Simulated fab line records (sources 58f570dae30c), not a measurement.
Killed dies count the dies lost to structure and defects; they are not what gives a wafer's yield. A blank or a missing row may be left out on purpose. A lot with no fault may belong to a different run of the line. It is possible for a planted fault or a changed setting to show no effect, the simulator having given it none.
Which tool was responsible? :: flow berkeley cmos170 :: 14 lots, 42 wafers sampled, at 4 steps of a route of 331

## WHAT THE GAUGES READ, wafer by wafer
UCB170_PVT_TW_MEAS_09.
lot: L162
measured: day 5 08:19
on: film metro-04
PVT_TW: 505 505 504

lot: L163
measured: day 6 03:32
on: film metro-01
PVT_TW: 501 504 501

lot: L164
measured: day 6 13:41
on: film metro-04
PVT_TW: 502 504 504

lot: L165
measured: day 6 13:55
on: film metro-01
PVT_TW: 505 502 502

lot: L166
measured: day 6 14:10
on: film metro-03
PVT_TW: 513 512 517

lot: L169
measured: day 7 18:07
on: film metro-01
PVT_TW: 504 503 500

lot: L170
measured: day 7 20:59
on: film metro-04
PVT_TW: 502 502 500

lot: L171
measured: day 7 20:45
on: film metro-01
PVT_TW: 499 503 501

lot: L176
measured: day 8 20:20
on: film metro-01
PVT_TW: 494 495 494

lot: L178
measured: day 9 14:59
on: film metro-04
PVT_TW: 489 491 489

lot: L181
measured: day 9 22:32
on: film metro-04
PVT_TW: 499 500 503

lot: L182
measured: day 10 04:05
on: film metro-01
PVT_TW: 507 504 504

lot: L183
measured: day 10 03:49
on: film metro-01
PVT_TW: 504 503 505

lot: L185
measured: day 10 15:20
on: film metro-04
PVT_TW: 502 503 502

UCB170_GATE_THK_MEAS_02.
lot: L162
measured: day 5 13:41
on: film metro-01
GATE_OXIDE_THK (nm): 6.64 6.64 6.68

lot: L163
measured: day 6 09:01
on: film metro-02
GATE_OXIDE_THK (nm): 6.60 6.56 6.57

lot: L164
measured: day 6 17:59
on: film metro-04
GATE_OXIDE_THK (nm): 6.46 6.45 6.46

lot: L165
measured: day 6 17:59
on: film metro-02
GATE_OXIDE_THK (nm): 6.36 6.43 6.59

lot: L166
measured: day 6 17:59
on: film metro-01
GATE_OXIDE_THK (nm): 6.74 6.63 6.49

lot: L169
measured: day 7 22:45
on: film metro-02
GATE_OXIDE_THK (nm): 6.51 6.54 6.55

lot: L170
measured: day 7 22:49
on: film metro-01
GATE_OXIDE_THK (nm): 6.60 6.60 6.60

lot: L171
measured: day 7 22:46
on: film metro-04
GATE_OXIDE_THK (nm): 6.78 6.82 6.74

lot: L176
measured: day 9 02:08
on: film metro-01
GATE_OXIDE_THK (nm): 6.32 6.42 6.39

lot: L178
measured: day 9 17:55
on: film metro-02
GATE_OXIDE_THK (nm): 6.32 6.28 6.38

lot: L181
measured: day 10 01:24
on: film metro-04
GATE_OXIDE_THK (nm): 6.27 6.34 6.18

lot: L182
measured: day 10 08:28
on: film metro-02
GATE_OXIDE_THK (nm): 6.80 6.86 6.72

lot: L183
measured: day 10 08:26
on: film metro-04
GATE_OXIDE_THK (nm): 6.48 6.47 6.43

lot: L185
measured: day 10 18:08
on: film metro-02
GATE_OXIDE_THK (nm): 6.53 6.59 6.58

## EACH LOT AND THE TOOL THAT RAN IT (in order: tool; ch and the chambers of the sampled wafers; start)
lot: L162
UCB170_PWELL_STRIP_16: plasma asher-04 ch 0,1, day 3 01:12
UCB170_PVT_IMPLANT_07: implanter-03 ch 0, day 5 08:04

lot: L163
UCB170_PWELL_STRIP_16: plasma asher-03 ch 0,1, day 3 08:59
UCB170_PVT_IMPLANT_07: implanter-03 ch 0, day 6 03:17

lot: L164
UCB170_PWELL_STRIP_16: plasma asher-03 ch 0,1, day 3 17:56
UCB170_PVT_IMPLANT_07: implanter-03 ch 0, day 6 13:26

lot: L165
UCB170_PWELL_STRIP_16: plasma asher-01 ch 0,1, day 3 18:10
UCB170_PVT_IMPLANT_07: implanter-04 ch 0, day 6 13:40

lot: L166
UCB170_PWELL_STRIP_16: plasma asher-01 ch 0,1, day 4 00:29
UCB170_PVT_IMPLANT_07: implanter-02 ch 0, day 6 13:55

lot: L169
UCB170_PWELL_STRIP_16: plasma asher-01 ch 0,1, day 4 12:57
UCB170_PVT_IMPLANT_07: implanter-03 ch 0, day 7 17:53

lot: L170
UCB170_PWELL_STRIP_16: plasma asher-01 ch 0,1, day 4 21:51
UCB170_PVT_IMPLANT_07: implanter-02 ch 0, day 7 20:47

lot: L171
UCB170_PWELL_STRIP_16: plasma asher-04 ch 0,1, day 4 22:07
UCB170_PVT_IMPLANT_07: implanter-04 ch 0, day 7 20:32

lot: L176
UCB170_PWELL_STRIP_16: plasma asher-01 ch 0,1, day 6 01:05
UCB170_PVT_IMPLANT_07: implanter-02 ch 0, day 8 20:06

lot: L178
UCB170_PWELL_STRIP_16: plasma asher-01 ch 0,1, day 6 15:41
UCB170_PVT_IMPLANT_07: implanter-02 ch 0, day 9 14:45

lot: L181
UCB170_PWELL_STRIP_16: plasma asher-03 ch 0,1, day 7 06:37
UCB170_PVT_IMPLANT_07: implanter-03 ch 0, day 9 22:17

lot: L182
UCB170_PWELL_STRIP_16: plasma asher-03 ch 0,1, day 7 12:26
UCB170_PVT_IMPLANT_07: implanter-03 ch 0, day 10 03:50

lot: L183
UCB170_PWELL_STRIP_16: plasma asher-01 ch 0,1, day 7 12:32
UCB170_PVT_IMPLANT_07: implanter-04 ch 0, day 10 03:34

lot: L185
UCB170_PWELL_STRIP_16: plasma asher-03 ch 0,1, day 8 00:15
UCB170_PVT_IMPLANT_07: implanter-04 ch 0, day 10 15:05
- UCB170_PWELL_STRIP_16: strips in O2.
- UCB170_PVT_IMPLANT_07

## WHAT THE TOOLS THEMSELVES READ (means of the sampled wafers that have a number; where no wafer has one, the mark that the record gives instead)
UCB170_PWELL_STRIP_16.
lot: L162
tool: plasma asher-04
drypump motor current A (A): 5.9
oes product au (a.u.): 0.724
strip time to endpoint s (s): 18.07

lot: L163
tool: plasma asher-03
drypump motor current A (A): 5.7
oes product au (a.u.): 0.724
strip time to endpoint s (s): 18.16

lot: L164
tool: plasma asher-03
drypump motor current A (A): 5.9
oes product au (a.u.): 0.722
strip time to endpoint s (s): 18.05

lot: L165
tool: plasma asher-01
drypump motor current A (A): 5.6
oes product au (a.u.): 0.719
strip time to endpoint s (s): 18.05

lot: L166
tool: plasma asher-01
drypump motor current A (A): 5.5
oes product au (a.u.): 0.717
strip time to endpoint s (s): 18.14

lot: L169
tool: plasma asher-01
drypump motor current A (A): 5.6
oes product au (a.u.): 0.722
strip time to endpoint s (s): 18.14

lot: L170
tool: plasma asher-01
drypump motor current A (A): 5.7
oes product au (a.u.): 0.720
strip time to endpoint s (s): 18.17

lot: L171
tool: plasma asher-04
drypump motor current A (A): 5.9
oes product au (a.u.): 0.719
strip time to endpoint s (s): 18.07

lot: L176
tool: plasma asher-01
drypump motor current A (A): 5.5
oes product au (a.u.): 0.718
strip time to endpoint s (s): 18.14

lot: L178
tool: plasma asher-01
drypump motor current A (A): 5.5
oes product au (a.u.): 0.721
strip time to endpoint s (s): 18.15

lot: L181
tool: plasma asher-03
drypump motor current A (A): 6.0
oes product au (a.u.): 0.721
strip time to endpoint s (s): 18.18

lot: L182
tool: plasma asher-03
drypump motor current A (A): 5.7
oes product au (a.u.): 0.721
strip time to endpoint s (s): 18.10

lot: L183
tool: plasma asher-01
drypump motor current A (A): 5.7
oes product au (a.u.): 0.722
strip time to endpoint s (s): 18.01

lot: L185
tool: plasma asher-03
drypump motor current A (A): 5.7
oes product au (a.u.): 0.719
strip time to endpoint s (s): 18.11

UCB170_PVT_IMPLANT_07.
lot: L162
tool: implanter-03
beam energy keV: 30.010
tilt deg (degrees): 6.890

lot: L163
tool: implanter-03
beam energy keV: 30.004
tilt deg (degrees): 6.881

lot: L164
tool: implanter-03
beam energy keV: 29.995
tilt deg (degrees): 6.894

lot: L165
tool: implanter-04
beam energy keV: 29.993
tilt deg (degrees): 6.882

lot: L166
tool: implanter-02
beam energy keV: 30.004
tilt deg (degrees): 6.927

lot: L169
tool: implanter-03
beam energy keV: 29.998
tilt deg (degrees): 6.909

lot: L170
tool: implanter-02
beam energy keV: 29.993
tilt deg (degrees): 6.893

lot: L171
tool: implanter-04
beam energy keV: 29.997
tilt deg (degrees): 6.861

lot: L176
tool: implanter-02
beam energy keV: 27.405
tilt deg (degrees): 6.869

lot: L178
tool: implanter-02
beam energy keV: 27.399
tilt deg (degrees): 6.884

lot: L181
tool: implanter-03
beam energy keV: 29.996
tilt deg (degrees): 6.912

lot: L182
tool: implanter-03
beam energy keV: 30.006
tilt deg (degrees): 6.870

lot: L183
tool: implanter-04
beam energy keV: 29.996
tilt deg (degrees): 6.906

lot: L185
tool: implanter-04
beam energy keV: 29.997
tilt deg (degrees): 6.896

## THE ANSWER, worked out from the rows above alone
Rule: the lots themselves supply what counts as usual. Put in order of their means at a reading, lots are off if they are a third of the lots or fewer, leave a main group of 4 or more, and stand apart from it by a gap of 3 or more times the standard deviation of the main group's means; of several such gaps the widest counts. The tables above print the reading to a certain number of digits; a main group whose means all agree to those digits is not used. Also off: a lot with no number at a reading for which 4 or more lots have one. The other lots that the step has rows for count as sound. The gauges are gone through in route order, then the tools' own readings, and for those a lot's mean is taken as printed above. At the first step where some lot is off, the reading lying furthest off is the one used; lots without a number count as furthest.
Off: L176, L178, at UCB170_PVT_IMPLANT_07 (beam energy keV). Mean 29.999 and standard deviation 0.0053 in the main group.
If a tool, at that step or one of the process steps before it, ran each lot that is off and ran no sound lot following the first of them, it fits. One fits: implanter-02 at UCB170_PVT_IMPLANT_07. Its last sound lot is L170 (day 7 20:47), its first lot that is off L176 (day 8 20:06): a fault that began between those two fits.
The tool's own readings at UCB170_PVT_IMPLANT_07 bear it out: on the lots that are off they differ by more than 5 times the standard deviation of the sound lots' means. beam energy keV reads 27.402 there against 29.999 on the sound lots.

## WHAT THE SIMULATOR HAD INSERTED
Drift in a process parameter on implanter-02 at UCB170_PVT_IMPLANT_07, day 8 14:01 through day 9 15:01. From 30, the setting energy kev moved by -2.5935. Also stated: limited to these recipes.
Shown lots that were struck: L176, L178. The rule above reached the same finding.
